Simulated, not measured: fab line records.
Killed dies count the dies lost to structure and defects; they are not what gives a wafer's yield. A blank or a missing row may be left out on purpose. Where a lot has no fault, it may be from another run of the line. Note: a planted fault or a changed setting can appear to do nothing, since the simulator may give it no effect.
Split-lot study || flow rit_cmos || route with 202 steps; 5 lots, 23 wafers read

## SPLIT DETAILS
At RIT_SILICIDE_SPUTTER_01 (material Ti, target thk 30 nm, time 240 s), the setting power_w was moved away from the recipe's 350 W on 4 of the 23 wafers read, by -11.4% to +6.7%. For the rest of the wafers, this setting stayed at what the recipe calls for.

## FROM THE SPLIT ON TO THE READING: in between, the file shows 1 step
- RIT_SILICIDE_RS_MEAS_02: measures by four-point-probe

## THE READING
SILICIDE_TI_THK, in nm, at RIT_SILICIDE_THK_MEAS_03 (measures by xrf). Typical for fault-free wafers on this fab line: 30.1 nm, with standard deviation 0.34 nm.

{"wafer": "L074.2", "tool, chamber at the split": "pvd_sputter-03, -", "power_w as run, W": 373.6, "against the recipe": "+6.7%", "SILICIDE_TI_THK, nm": 32.0, "against lot-mates on the recipe": "+2.0"}
{"wafer": "L074.3", "tool, chamber at the split": "pvd_sputter-03, -", "power_w as run, W": 350, "against the recipe": "recipe", "SILICIDE_TI_THK, nm": 30.0, "against lot-mates on the recipe": "-"}
{"wafer": "L074.4", "tool, chamber at the split": "pvd_sputter-03, -", "power_w as run, W": 373.6, "against the recipe": "+6.7%", "SILICIDE_TI_THK, nm": 32.2, "against lot-mates on the recipe": "+2.2"}
{"wafer": "L074.5", "tool, chamber at the split": "pvd_sputter-03, -", "power_w as run, W": 350, "against the recipe": "recipe", "SILICIDE_TI_THK, nm": 30.0, "against lot-mates on the recipe": "-"}
{"wafer": "L074.6", "tool, chamber at the split": "pvd_sputter-03, -", "power_w as run, W": 350, "against the recipe": "recipe", "SILICIDE_TI_THK, nm": 29.9, "against lot-mates on the recipe": "-"}
{"wafer": "L076.2", "tool, chamber at the split": "pvd_sputter-03, -", "power_w as run, W": 350, "against the recipe": "recipe", "SILICIDE_TI_THK, nm": 29.7, "against lot-mates on the recipe": "-"}
{"wafer": "L076.5", "tool, chamber at the split": "pvd_sputter-03, -", "power_w as run, W": 350, "against the recipe": "recipe", "SILICIDE_TI_THK, nm": 30.3, "against lot-mates on the recipe": "-"}
{"wafer": "L076.6", "tool, chamber at the split": "pvd_sputter-03, -", "power_w as run, W": 350, "against the recipe": "recipe", "SILICIDE_TI_THK, nm": 30.1, "against lot-mates on the recipe": "-"}
{"wafer": "L077.1", "tool, chamber at the split": "pvd_sputter-02, -", "power_w as run, W": 350, "against the recipe": "recipe", "SILICIDE_TI_THK, nm": 30.2, "against lot-mates on the recipe": "-"}
{"wafer": "L077.3", "tool, chamber at the split": "pvd_sputter-02, -", "power_w as run, W": 350, "against the recipe": "recipe", "SILICIDE_TI_THK, nm": 30.0, "against lot-mates on the recipe": "-"}
{"wafer": "L077.4", "tool, chamber at the split": "pvd_sputter-02, -", "power_w as run, W": 350, "against the recipe": "recipe", "SILICIDE_TI_THK, nm": 30.6, "against lot-mates on the recipe": "-"}
{"wafer": "L077.5", "tool, chamber at the split": "pvd_sputter-02, -", "power_w as run, W": 350, "against the recipe": "recipe", "SILICIDE_TI_THK, nm": 30.3, "against lot-mates on the recipe": "-"}
{"wafer": "L077.6", "tool, chamber at the split": "pvd_sputter-02, -", "power_w as run, W": 350, "against the recipe": "recipe", "SILICIDE_TI_THK, nm": 30.0, "against lot-mates on the recipe": "-"}
{"wafer": "L079.1", "tool, chamber at the split": "pvd_sputter-02, -", "power_w as run, W": 350, "against the recipe": "recipe", "SILICIDE_TI_THK, nm": 29.7, "against lot-mates on the recipe": "-"}
{"wafer": "L079.2", "tool, chamber at the split": "pvd_sputter-02, -", "power_w as run, W": 350, "against the recipe": "recipe", "SILICIDE_TI_THK, nm": 29.9, "against lot-mates on the recipe": "-"}
{"wafer": "L079.4", "tool, chamber at the split": "pvd_sputter-02, -", "power_w as run, W": 350, "against the recipe": "recipe", "SILICIDE_TI_THK, nm": 29.9, "against lot-mates on the recipe": "-"}
{"wafer": "L079.5", "tool, chamber at the split": "pvd_sputter-02, -", "power_w as run, W": 350, "against the recipe": "recipe", "SILICIDE_TI_THK, nm": 30.1, "against lot-mates on the recipe": "-"}
{"wafer": "L079.6", "tool, chamber at the split": "pvd_sputter-02, -", "power_w as run, W": 350, "against the recipe": "recipe", "SILICIDE_TI_THK, nm": 30.0, "against lot-mates on the recipe": "-"}
{"wafer": "L082.1", "tool, chamber at the split": "pvd_sputter-03, -", "power_w as run, W": 310, "against the recipe": "-11.4%", "SILICIDE_TI_THK, nm": 26.7, "against lot-mates on the recipe": -3.1}
{"wafer": "L082.2", "tool, chamber at the split": "pvd_sputter-03, -", "power_w as run, W": 350, "against the recipe": "recipe", "SILICIDE_TI_THK, nm": 30.0, "against lot-mates on the recipe": "-"}
{"wafer": "L082.4", "tool, chamber at the split": "pvd_sputter-03, -", "power_w as run, W": 350, "against the recipe": "recipe", "SILICIDE_TI_THK, nm": 29.7, "against lot-mates on the recipe": "-"}
{"wafer": "L082.5", "tool, chamber at the split": "pvd_sputter-03, -", "power_w as run, W": 310, "against the recipe": "-11.4%", "SILICIDE_TI_THK, nm": 26.3, "against lot-mates on the recipe": -3.5}
{"wafer": "L082.6", "tool, chamber at the split": "pvd_sputter-03, -", "power_w as run, W": 350, "against the recipe": "recipe", "SILICIDE_TI_THK, nm": 29.7, "against lot-mates on the recipe": "-"}

FIT RESULTS
A straight line over all 23 wafers: SILICIDE_TI_THK changes by +0.308 nm for each +1% of power_w; r = +0.98; the points scatter about the line by 0.23 nm.
The same after taking each lot's own level away (the mean of its wafers on the recipe; 23 wafers): +0.296 nm for each +1%; r = +0.99; scatter 0.19 nm.
According to that fit, moving power_w by its largest amount changes the reading by 3.4 nm.
Across the lots, their own levels run from 29.80 to 30.22 nm, a range of 1.2 times the standard deviation given above.
So the lot-to-lot level changes the slope little: the two slopes agree.
Check: for one of the wafers moved furthest among these (-11.4%), held out of the fit, the line's prediction against its lot-mates is -3.54 nm. It came out at -3.1 nm against them.

## OTHER SPLITS ON THESE WAFERS
These wafers also went through other splits before the reading. Each is held against what the fit with the lots' levels taken away leaves over:
{"other split on the same wafers": "RIT_GATE_EXPOSE_13 dose_mj", "wafers away from the commonest value": 4, "r with SILICIDE_TI_THK (lot level and that fit taken away)": "+0.03"}
{"other split on the same wafers": "RIT_GATE_ETCH_19 rf_w", "wafers away from the commonest value": 10, "r with SILICIDE_TI_THK (lot level and that fit taken away)": "+0.20"}
{"other split on the same wafers": "RIT_REOX_OXIDATION_03 temp_c", "wafers away from the commonest value": 10, "r with SILICIDE_TI_THK (lot level and that fit taken away)": -0.10}
{"other split on the same wafers": "RIT_PLDD_IMPLANT_08 energy_kev", "wafers away from the commonest value": 10, "r with SILICIDE_TI_THK (lot level and that fit taken away)": "+0.16"}
{"other split on the same wafers": "RIT_PSD_HARDBAKE_07 temp_c", "wafers away from the commonest value": 11, "r with SILICIDE_TI_THK (lot level and that fit taken away)": "+0.18"}
{"other split on the same wafers": "RIT_SDANNEAL_CLEAN_02 time_s", "wafers away from the commonest value": 18, "r with SILICIDE_TI_THK (lot level and that fit taken away)": "+0.07"}

## THE WHOLE CHAIN: every reading that the file lists as answering this split, in the file's order
{"step": "RIT_SILICIDE_SPUTTER_01", "what it does": "material Ti, target thk 30 nm, time 240 s", "reading": "Ti_of_SILICIDE_SPUTTER_01.thk_nm (the simulator's own value, which no gauge read)", "change (the file's fit)": "+0.288 nm for each +1% of the setting", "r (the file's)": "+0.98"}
{"step": "RIT_SILICIDE_RS_MEAS_02", "what it does": "measures by four-point-probe", "reading": "SILICIDE_TI_RS", "change (the file's fit)": "-0.635 for each +1% of the setting", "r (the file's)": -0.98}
{"step": "RIT_SILICIDE_THK_MEAS_03", "what it does": "measures by xrf", "reading": "SILICIDE_TI_THK", "change (the file's fit)": "+0.295 for each +1% of the setting", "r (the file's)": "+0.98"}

## THE FILE'S OWN FIT
SILICIDE_TI_THK changes by +0.295 nm for each +1% of power_w, r = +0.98.
